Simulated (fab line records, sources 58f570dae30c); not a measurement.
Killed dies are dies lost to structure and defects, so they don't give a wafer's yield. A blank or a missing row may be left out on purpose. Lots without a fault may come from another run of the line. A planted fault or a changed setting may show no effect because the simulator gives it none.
One fault seen from 2 desks | flow berkeley_cmos170 | each desk has only its own numbers; what lay behind them comes last

THE METROLOGY DESK
What the gauges read, lot by lot, whatever tool the lot ran on: means of the sampled wafers that have a number. A lot is out of limits, marked OUT, if its mean lies more than 4 standard deviations from the usual mean; the brackets give that distance.
Columns: A = cd_nm at UCB170_M2_CD_MEAS_15, usual 700.2 nm; B = M2_OVL at UCB170_M2_OVL_MEAS_16, usual -4 nm
lot  | first seen here | A     | B
L880 | day 7 16:51     | 699.4 | -5
L887 | day 8 19:32     | 700.7 | -6
L889 | day 9 14:29     | 699.6 | -3
L892 | day 9 18:14     | 699.5 | -3
L893 | day 10 06:13    | 701.3 | 5
L901 | day 11 14:45    | 699.3 | -7
This desk's finding: nothing out of limits on any of the 6 lots.

THE TOOL OWNER'S DESK: rie_metal-04
The tool's own readings at UCB170_M2_METAL_ETCH_18 (etches Al in Cl2/BCl3, stops on SiO2, target depth 1170 nm, time 195 s): means of the sampled wafers that have a number, for each lot that ran on this tool. A lot is out of limits, marked OUT, if its mean lies more than 4 standard deviations from the usual mean; the brackets give that distance.
Columns: A = bias_w at UCB170_M2_METAL_ETCH_18, usual 120.0 W; B = drypump_motor_current_A at UCB170_M2_METAL_ETCH_18, usual 5.6 A; C = mfc_cl2_sccm at UCB170_M2_METAL_ETCH_18, usual 89.98 sccm; D = oes_product_au at UCB170_M2_METAL_ETCH_18, usual 0.861 a.u.; E = throttle_valve_pct at UCB170_M2_METAL_ETCH_18, usual 24.27 %
lot  | first seen here | A     | B   | C     | D     | E
L880 | day 7 17:03     | 120.5 | 5.2 | 89.85 | 0.861 | 24.19
L887 | day 8 19:44     | 120.4 | 5.4 | 90.33 | 0.828 | 24.17
L889 | day 9 14:43     | 120.0 | 5.2 | 90.31 | 0.835 | 24.20
This desk's finding: nothing out of limits on any of the 3 lots.

PUT TOGETHER
The metrology desk saw nothing out of limits.
The tool owner's desk saw nothing out of limits.

WHAT THE SIMULATOR HAD PUT IN
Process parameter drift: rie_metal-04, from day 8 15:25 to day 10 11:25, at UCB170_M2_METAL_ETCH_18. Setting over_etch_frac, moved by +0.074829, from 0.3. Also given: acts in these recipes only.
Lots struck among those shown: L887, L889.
